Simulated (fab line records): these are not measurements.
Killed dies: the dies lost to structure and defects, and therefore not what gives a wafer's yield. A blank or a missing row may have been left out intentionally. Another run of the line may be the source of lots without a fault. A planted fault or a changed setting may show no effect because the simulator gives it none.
Which tool was responsible? ; flow rit cmos ; Sampling: 15 lots, 45 wafers, 2 of 202 route steps

WHAT THE GAUGES READ, wafer by wafer
RIT_GATE_CD_MEAS_16: the cd target is 150 nm.
lot;measured;on;cd nm (nm)
L597;day 2 18:18;cd sem-01;148.7 149.4 149.7
L599;day 3 01:34;cd sem-01;154.2 154.0 152.6
L602;day 3 14:24;cd sem-01;149.7 147.7 148.4
L603;day 3 18:58;cd sem-01;153.0 149.7 152.1
L604;day 4 03:43;cd sem-01;148.3 148.5 148.6
L607;day 4 14:23;cd sem-01;147.6 148.1 147.4
L608;day 4 21:26;cd sem-01;148.1 147.4 149.4
L609;day 5 00:40;cd sem-01;151.4 151.9 152.3
L610;day 5 07:17;cd sem-01;154.8 154.8 155.7
L611;day 5 10:58;cd sem-01;144.1 145.9 144.4
L612;day 5 18:25;cd sem-02;153.6 153.9 153.6
L615;day 6 16:21;cd sem-01;148.6 149.7 149.0
L616;day 6 17:56;cd sem-01;150.0 150.8 148.6
L617;day 6 21:25;cd sem-01;154.3 149.9 149.2
L620;day 7 15:17;cd sem-01;148.4 147.6 150.1

RIT_REOX_THK_MEAS_04.
lot;measured;on;REOX_OXIDE_THK (nm)
L597;day 2 21:56;film metro-02;24.9 24.9 25.3
L599;day 3 05:37;film metro-02;24.8 24.9 24.9
L602;day 3 18:07;film metro-04;23.8 24.3 24.2
L603;day 3 22:37;film metro-02;24.7 24.8 24.3
L604;day 4 08:56;film metro-02;25.3 25.3 25.3
L607;day 4 18:02;film metro-02;24.5 24.6 24.5
L608;day 5 01:06;film metro-01;25.7 25.1 24.8
L609;day 5 04:19;film metro-01;25.1 25.2 25.3
L610;day 5 10:55;film metro-01;25.3 25.4 25.2
L611;day 5 14:44;film metro-02;24.7 24.9 24.8
L612;day 5 23:59;film metro-04;25.9 25.6 25.2
L615;day 6 20:12;film metro-01;25.3 25.1 25.2
L616;day 6 21:34;film metro-02;25.7 25.0 25.1
L617;day 7 04:26;film metro-02;25.1 25.2 25.1
L620;day 7 22:06;film metro-02;25.3 24.9 25.2

TOOL THAT RAN EACH LOT (tool first, then ch and the chambers of the sampled wafers, then the start)
Before these readings, the record contains no process step.

WHAT THE TOOLS THEMSELVES READ (means of the sampled wafers that have a number; where no wafer has one, the mark that the record gives instead)
The record holds no such reading with a usual standard deviation.

THE ANSWER, worked out from the rows above alone
Rule: what is usual is taken from the lots themselves. Put in order of their means at a reading, lots are off if they are a third of the lots or fewer, leave a main group of 4 or more, and stand apart from it by a gap of 3 or more times the standard deviation of the main group's means; of several such gaps the widest counts. Not used: any main group whose means are identical at the precision the tables above print for the reading. Also off: a lot with no number at a reading for which 4 or more lots have one. Where the step has rows for the other lots, those lots are counted as sound. Order of review: gauges by route order, followed by the tools' own readings, for which a lot's mean as printed above is used. At the first step where some lot is off, the reading lying furthest off is the one used; lots without a number count as furthest.
No lot is off at any reading shown: from this, nothing can be told.

WHAT THE SIMULATOR PUT IN
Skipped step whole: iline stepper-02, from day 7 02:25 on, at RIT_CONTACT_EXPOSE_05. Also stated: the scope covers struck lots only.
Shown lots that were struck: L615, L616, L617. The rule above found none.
